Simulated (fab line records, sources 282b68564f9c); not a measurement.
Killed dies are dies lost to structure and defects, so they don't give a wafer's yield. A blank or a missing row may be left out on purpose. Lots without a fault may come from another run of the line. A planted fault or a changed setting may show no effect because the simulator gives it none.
A struck lot beside a sound one | flow rit_cmos | 14 steps out of a route of 202
Sound: wafers L336.2, L336.5, L336.6. Struck: wafers L347.3, L347.4, L347.6. The cause comes at the end.
At each step with rows: each side's tool, then ch and its chambers, then its first start. Under that, the readings that differ: sound wafers | struck wafers | difference of the means | sigmas: that difference in standard deviations of wafers without a fault.
alike: readings whose means differ by less than 2 such deviations, and words and numbers that are the same on both sides. not compared: withheld readings, readings that some wafer has no value for, bounds like >300 that may hide the same value, and numbers for which the record gives no deviation and whose values overlap.
The two part at a step that has a row with sigmas, a row that says differs or no value, or rows on one side only. Numbers that don't overlap but have no deviation are shown without sigmas and don't part them. A reading that every wafer of one side lacks parts them only if that side has two wafers or more.

RIT_SILICIDE_SPUTTER_01: material Ti, target thk 30 nm, time 240 s.
  sound on pvd_sputter-01, day 3 16:57; struck on pvd_sputter-03, day 6 05:58
  alike: throttle_valve_pct
RIT_SILICIDE_RS_MEAS_02: measures by four-point-probe.
  sound on film_metro-03, day 3 17:07; struck on film_metro-03, day 6 06:10
  alike: SILICIDE_TI_RS
RIT_SILICIDE_THK_MEAS_03: measures by xrf.
  sound on film_metro-03, day 3 17:14; struck on film_metro-03, day 6 06:16
  alike: SILICIDE_TI_THK
RIT_SILICIDE_RTA_04: time 10 s, ramp up 5 s, ramp down 5 s.
  sound on rtp_anneal-02 ch 0, day 3 17:17; struck on rtp_anneal-01 ch 0, day 6 06:20
  reading           | sound             | struck            | difference | sigmas
  anneal_temp_c_max | 653.2 653.6 653.4 | 651.5 651.7 652.2 | -1.6       | -2
  alike: wafer_temp_C_max
then, 1 step without rows for these wafers: RIT_SILICIDE_WET_ETCH_05 (etches Ti in SPM, time 120 s).
RIT_SILICIDE_RTA_06: time 10 s, ramp up 5 s, ramp down 10 s.
  sound on rtp_anneal-01 ch 0, day 3 17:24; struck on rtp_anneal-02 ch 0, day 6 06:26
  alike: anneal_temp_c_max, wafer_temp_C_max
RIT_CONTACT_CVD_00: deposits SiO2 from TEOS, target thk 400 nm, time 61 s.
  sound on pecvd-02 ch 1,2, day 3 17:27; struck on pecvd-04 ch 0,2, day 6 06:29
  alike: heater_power_w
RIT_CONTACT_THK_MEAS_01:
  sound on film_metro-01, day 3 17:31; struck on film_metro-04, day 6 06:33
  alike: CONTACT_TEOS_THK
then, 4 steps without rows for these wafers: RIT_CONTACT_HMDS_02 (prime time 60 s); RIT_CONTACT_COAT_03 (resist thk 1000 nm); RIT_CONTACT_SOFTBAKE_04 (time 60 s); RIT_CONTACT_EXPOSE_05 (exposes mask M11, target cd 1000 nm).
RIT_CONTACT_PEB_06:
  sound on litho_track-03 ch 0, day 3 18:17; struck on litho_track-03, day 6 07:20
  reading         | sound          | struck | difference                    | sigmas
  exhaust_pa (Pa) | 46.6 46.3 46.6 | - - -  | no value on the struck wafers |
  not compared: chill_plate_temp_C
then, 1 step without rows for these wafers: RIT_CONTACT_DEVELOP_07 (develop time 120 s).

WHERE THEY PART
First at RIT_SILICIDE_RTA_04; last, within this record, at RIT_CONTACT_PEB_06.

WHY: what the simulator had put in
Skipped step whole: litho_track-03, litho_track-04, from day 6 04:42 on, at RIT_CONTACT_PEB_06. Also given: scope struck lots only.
